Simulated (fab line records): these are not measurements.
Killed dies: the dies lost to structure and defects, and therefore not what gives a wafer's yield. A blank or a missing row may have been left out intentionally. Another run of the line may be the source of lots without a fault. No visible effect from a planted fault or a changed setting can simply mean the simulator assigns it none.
fab line records | flow berkeleyCmos170 | part 2 of 2: steps 34 to 48 of 48
record lots=5 | wafers=15 | lastDay=11
route steps=331 shown NWELL@26 PWELL@34 WELLDRIVE@55 ACTIVE@60
lots with no fault: from the same line, run without faults
startH: the number of hours between the record's first day and the start of the first shown wafer of the lot | waitH: hours since the lot's step before | " the same as in the row above | L1.1+2: a single row standing in for several wafers | - no value, or no start given | * or withheld: withheld | < > ~ a bound
route shown NAME@n: names a module that has steps shown in the file, with the first one's number in the route | usual: mean/standard deviation of fault-free wafers | same: alike in all rows | chamber/n: place in a boat | sites: readings site by site | _std_site: standard deviation across them | _edge_site: the outer-site mean with the inner-site mean subtracted | radiusMm: for every site, how far away it sits from the centre of the wafer | mask NAME#n: copy n | behind: the most recent tool/chamber to have shaped the wafer | hold: the reason the lot was held/the length of the hold in hours/how it ended | device: whichever transistor did not switch (one of n, p or np) | end of line: the tests these same wafers got at the end of their route | a step without rows: its recipe alone | killed: dies lost to structure and defects at the first sort, not the wafer's yield | map: a wafer's dies, marking killed ones x, the rest . and places with no die _
set.NAME: the setting as run; set.NAME@STEP: as run at that earlier step | model.NAME: the simulator's own value behind a step, which no gauge read
lots at some steps of the route; a table a step, a row a wafer
services: the hour from which a tool's chamber was out of use, counted from the record's first day as startH (under 0 if before that day), plus the number of hours and why
## steps
# step UCB170_WELLDRIVE_WET_ETCH_04
# recipe chemistry=BOE | dilution=5:1 | target=SiO2 | tempC=25 | timeS=120
lot.wafer  | tool        | chamber | startH | waitH
L074.1+3+4 | wetBench-03 | 1       | 68.86  | 0.0
L080.2+3+6 | wetBench-01 | 1       | 92.45  | 0.0
L084.1+2+5 | wetBench-03 | 3       | 118.51 | 0.0
L088.2+3+5 | wetBench-01 | 0       | 135.35 | 0.0
L096.1+2+6 | wetBench-02 | 3       | 172.84 | 0.0
# step UCB170_ACTIVE_CLEAN_00
# recipe chemistry=SPM | tempC=120 | timeS=600
lot.wafer  | tool        | chamber | startH | waitH
L074.1+3+4 | wetBench-03 | 3       | 68.91  | 0.0
L080.2+3+6 | wetBench-03 | 2       | 92.49  | 0.0
L084.1+2+5 | wetBench-02 | 0       | 120.78 | 2.2
L088.2+3+5 | wetBench-02 | 1       | 135.39 | 0.0
L096.1+2+6 | wetBench-01 | 2       | 172.88 | 0.0
# step UCB170_ACTIVE_CLEAN_01
# recipe chemistry=dHF | dilution=25:1 | timeS=60
lot.wafer  | tool        | chamber | startH | waitH
L074.1+3+4 | wetBench-02 | 0       | 69.11  | 0.0
L080.2+3+6 | wetBench-03 | 1       | 92.70  | 0.0
L084.1+2+5 | wetBench-02 | 2       | 121.31 | 0.3
L088.2+3+5 | wetBench-01 | 1       | 135.56 | 0.0
L096.1+2+6 | wetBench-02 | 2       | 173.06 | 0.0
# step UCB170_ACTIVE_OXIDATION_02
# recipe tempC=1000 | ambient=O2 | targetThkA=264 | oxTimeS=1260
# same oxTimeS=1260
lot.wafer  | tool       | chamber | startH | waitH
L074.1+3+4 | furnace-04 | 0       | 71.04  | 1.9
L080.2+3+6 | furnace-04 | 0       | 95.51  | 2.8
L084.1+2+5 | furnace-04 | 0       | 121.75 | 0.4
L088.2+3+5 | furnace-02 | 0       | 136.09 | 0.5
L096.1+2+6 | furnace-01 | 0       | 176.94 | 3.9
# step UCB170_ACTIVE_THK_MEAS_03
# recipe reads=SiO2_of_ACTIVE_OXIDATION_02
# usual ACTIVE_OXIDE_THK=26.2/0.53
lot.wafer | tool         | chamber | startH | waitH | ACTIVE_OXIDE_THK[nm]
L074.1    | filmMetro-04 | -       | 72.42  | 0.0   | 27.0
L074.3    | "            | -       | "      | "     | 26.8
L074.4    | "            | -       | "      | "     | 26.9
L080.2    | filmMetro-02 | -       | 96.93  | 0.1   | 26.6
L080.3    | "            | -       | "      | "     | 26.4
L080.6    | "            | -       | "      | "     | 26.6
L084.1    | filmMetro-04 | -       | 123.16 | 0.1   | 26.3
L084.2    | "            | -       | "      | "     | 26.3
L084.5    | "            | -       | "      | "     | 25.9
L088.2    | filmMetro-04 | -       | 137.51 | 0.1   | 26.3
L088.3    | "            | -       | "      | "     | 26.6
L088.5    | "            | -       | "      | "     | 25.8
L096.1    | filmMetro-02 | -       | 178.29 | 0.0   | 27.0
L096.2    | "            | -       | "      | "     | 27.2
L096.6    | "            | -       | "      | "     | 27.2
# step UCB170_ACTIVE_ANNEAL_04
# recipe tempC=1000 | timeS=900 | ambient=N2
lot.wafer  | tool       | chamber | startH | waitH
L074.1+3+4 | furnace-01 | 0       | 74.95  | 2.5
L080.2+3+6 | furnace-04 | 0       | 98.36  | 1.4
L084.1+2+5 | furnace-02 | 0       | 124.14 | 1.0
L088.2+3+5 | furnace-01 | 0       | 142.03 | 4.5
L096.1+2+6 | furnace-04 | 0       | 180.62 | 2.3
# step UCB170_ACTIVE_CVD_05
# recipe material=Si3N4 | targetThkNm=220 | tempC=800 | precursor=SiH2Cl2/NH3 | timeS=3300 | pressureMtorr=200 | sih2cl2FlowSccm=25 | nh3FlowSccm=75
lot.wafer  | tool     | chamber | startH | waitH
L074.1+3+4 | lpcvd-02 | 0       | 76.84  | 0.6
L080.2+3+6 | lpcvd-02 | 0       | 99.61  | 0.0
L084.1+2+5 | lpcvd-02 | 0       | 126.03 | 0.6
L088.2+3+5 | lpcvd-01 | 0       | 143.28 | 0.0
L096.1+2+6 | lpcvd-02 | 0       | 181.87 | 0.0
# step UCB170_ACTIVE_THK_MEAS_06
# recipe reads=Si3N4_of_ACTIVE_CVD_05
# usual ACTIVE_NITRIDE_THK=220.8/1.8
lot.wafer | tool         | chamber | startH | waitH | ACTIVE_NITRIDE_THK[nm]
L074.1    | filmMetro-02 | -       | 78.76  | 0.0   | 220.4
L074.3    | "            | -       | "      | "     | 219.4
L074.4    | "            | -       | "      | "     | 219.7
L080.2    | filmMetro-02 | -       | 101.54 | 0.0   | 220.8
L080.3    | "            | -       | "      | "     | 221.3
L080.6    | "            | -       | "      | "     | 219.3
L084.1    | filmMetro-02 | -       | 127.95 | 0.0   | 218.2
L084.2    | "            | -       | "      | "     | 219.7
L084.5    | "            | -       | "      | "     | 219.8
L088.2    | filmMetro-02 | -       | 145.21 | 0.0   | 216.4
L088.3    | "            | -       | "      | "     | 217.6
L088.5    | "            | -       | "      | "     | 216.6
L096.1    | filmMetro-02 | -       | 183.79 | 0.0   | 219.7
L096.2    | "            | -       | "      | "     | 222.6
L096.6    | "            | -       | "      | "     | 219.5
# step UCB170_ACTIVE_HMDS_07
# recipe primeTimeS=60 | primeTempC=100
lot.wafer  | tool          | chamber | startH | waitH
L074.1+3+4 | lithoTrack-04 | 0       | 78.82  | 0.1
L080.2+3+6 | lithoTrack-01 | 0       | 101.61 | 0.1
L084.1+2+5 | lithoTrack-01 | 0       | 128.52 | 0.6
L088.2+3+5 | lithoTrack-01 | 0       | 145.51 | 0.3
L096.1+2+6 | lithoTrack-04 | 0       | 183.85 | 0.1
# step UCB170_ACTIVE_COAT_08
# recipe resist=KrF | spinRpm=1500 | resistThkNm=900
# usual dispensePressureKPa=47.3/2.1 | spinSpeedRpm=1500.0/1.3
lot.wafer | tool          | chamber | startH | waitH | dispensePressureKPa | spinSpeedRpm
L074.1    | lithoTrack-04 | 0       | 78.97  | 0.1   | 49.9                | 1499.4
L074.3    | "             | 0       | "      | "     | 49.9                | 1499.6
L074.4    | "             | 0       | "      | "     | 49.9                | 1499.6
L080.2    | lithoTrack-01 | 0       | 101.76 | 0.1   | 46.5                | 1498.3
L080.3    | "             | 0       | "      | "     | 46.5                | 1499.9
L080.6    | "             | 0       | "      | "     | 46.5                | 1500.2
L084.1    | lithoTrack-01 | 0       | 128.67 | 0.1   | 46.5                | 1498.2
L084.2    | "             | 0       | "      | "     | 46.5                | 1501.6
L084.5    | "             | 0       | "      | "     | 46.5                | 1498.5
L088.2    | lithoTrack-01 | 0       | 145.66 | 0.1   | 46.6                | 1498.4
L088.3    | "             | 0       | "      | "     | 46.5                | 1501.7
L088.5    | "             | 0       | "      | "     | 46.5                | 1500.5
L096.1    | lithoTrack-04 | 0       | 184.00 | 0.1   | 49.9                | 1500.8
L096.2    | "             | 0       | "      | "     | 49.9                | 1500.0
L096.6    | "             | 0       | "      | "     | 49.9                | 1499.1
# step UCB170_ACTIVE_SOFTBAKE_09
# recipe resist=KrF | tempC=130 | timeS=60
lot.wafer  | tool          | chamber | startH | waitH
L074.1+3+4 | lithoTrack-04 | 0       | 79.12  | 0.1
L080.2+3+6 | lithoTrack-01 | 0       | 101.91 | 0.1
L084.1+2+5 | lithoTrack-01 | 0       | 128.82 | 0.1
L088.2+3+5 | lithoTrack-01 | 0       | 145.81 | 0.1
L096.1+2+6 | lithoTrack-04 | 0       | 184.15 | 0.1
# step UCB170_ACTIVE_EXPOSE_10
# recipe maskId=ACTIVE | targetCdNm=1200 | na=0.5 | sigmaOuter=0.6 | sourceShape=conventional | doseMj=20
# same sigmaOuter=0.6
lot.wafer  | tool          | chamber | startH | waitH | mask
L074.1+3+4 | krfScanner-01 | 0       | 79.38  | 0.2   | ACTIVE#0
L080.2+3+6 | krfScanner-01 | 0       | 102.30 | 0.4   | ACTIVE#0
L084.1+2+5 | krfScanner-01 | 0       | 128.97 | 0.1   | ACTIVE#0
L088.2+3+5 | krfScanner-02 | 0       | 146.08 | 0.2   | ACTIVE#0
L096.1+2+6 | krfScanner-02 | 0       | 184.30 | 0.1   | ACTIVE#0
# step UCB170_ACTIVE_PEB_11
# recipe pebTempC=130 | pebTimeS=withheld | resist=KrF
lot.wafer  | tool          | chamber | startH | waitH
L074.1+3+4 | lithoTrack-02 | 0       | 79.50  | 0.1
L080.2+3+6 | lithoTrack-02 | 0       | 102.57 | 0.3
L084.1+2+5 | lithoTrack-02 | 0       | 129.21 | 0.2
L088.2+3+5 | lithoTrack-04 | 0       | 146.20 | 0.1
L096.1+2+6 | lithoTrack-01 | 0       | 184.41 | 0.1
# step UCB170_ACTIVE_DEVELOP_12
# recipe developer=TMAH | developTimeS=45 | resist=KrF | devTempC=21
lot.wafer  | tool          | chamber | startH | waitH
L074.1+3+4 | lithoTrack-02 | 0       | -      | -
L080.2+3+6 | lithoTrack-02 | 0       | -      | -
L084.1+2+5 | lithoTrack-02 | 0       | -      | -
L088.2+3+5 | lithoTrack-04 | 0       | -      | -
L096.1+2+6 | lithoTrack-01 | 0       | -      | -
# step UCB170_ACTIVE_CD_MEAS_13
# recipe targetCdNm=1200
# usual cdNm=1199.3/1.3
lot.wafer | tool     | chamber | startH | waitH | cdNm
L074.1    | cdSem-01 | -       | 79.78  | -     | 1201.0
L074.3    | "        | -       | "      | "     | 1200.8
L074.4    | "        | -       | "      | "     | 1200.2
L080.2    | cdSem-01 | -       | 102.84 | -     | 1198.7
L080.3    | "        | -       | "      | "     | 1199.7
L080.6    | "        | -       | "      | "     | 1200.3
L084.1    | cdSem-01 | -       | 129.49 | -     | 1198.6
L084.2    | "        | -       | "      | "     | 1199.6
L084.5    | "        | -       | "      | "     | 1198.9
L088.2    | cdSem-01 | -       | 146.47 | -     | 1199.1
L088.3    | "        | -       | "      | "     | 1199.7
L088.5    | "        | -       | "      | "     | 1198.2
L096.1    | cdSem-02 | -       | 184.69 | -     | 1200.7
L096.2    | "        | -       | "      | "     | 1200.2
L096.6    | "        | -       | "      | "     | 1201.0
## services
tool           | chamber | startH | hours | kind
krfScanner-01  | -       | 23.61  | 1.3   | pm
rieDiel-02     | 0       | 28.27  | 7.9   | repair
implanter-03   | -       | 45.53  | 3.0   | repair
rieDiel-02     | 1       | 48.17  | 1.7   | repair
furnace-03     | -       | 59.24  | 3.4   | pm
lpcvd-02       | -       | 62.20  | 1.0   | repair
krfScanner-02  | -       | 67.70  | 0.2   | repair
implanter-03   | -       | 70.09  | 2.0   | repair
furnace-03     | -       | 73.72  | 4.3   | pm
furnace-04     | -       | 75.24  | 4.8   | pm
krfScanner-02  | -       | 76.35  | 0.8   | pm
krfScanner-01  | -       | 103.93 | 1.0   | pm
implanter-03   | -       | 109.14 | 0.7   | repair
plasmaAsher-04 | -       | 132.72 | 7.5   | repair
furnace-04     | -       | 138.59 | 2.8   | pm
krfScanner-01  | -       | 139.83 | 3.6   | pm
krfScanner-01  | -       | 143.39 | 0.8   | pm
krfScanner-02  | -       | 144.15 | 1.0   | pm
lpcvd-02       | -       | 157.73 | 2.8   | pm
furnace-01     | -       | 159.70 | 3.7   | pm
furnace-01     | -       | 163.40 | 6.7   | pm
krfScanner-02  | -       | 178.43 | 1.3   | pm
furnace-02     | -       | 182.25 | 3.2   | pm
krfScanner-01  | -       | 182.37 | 4.4   | pm
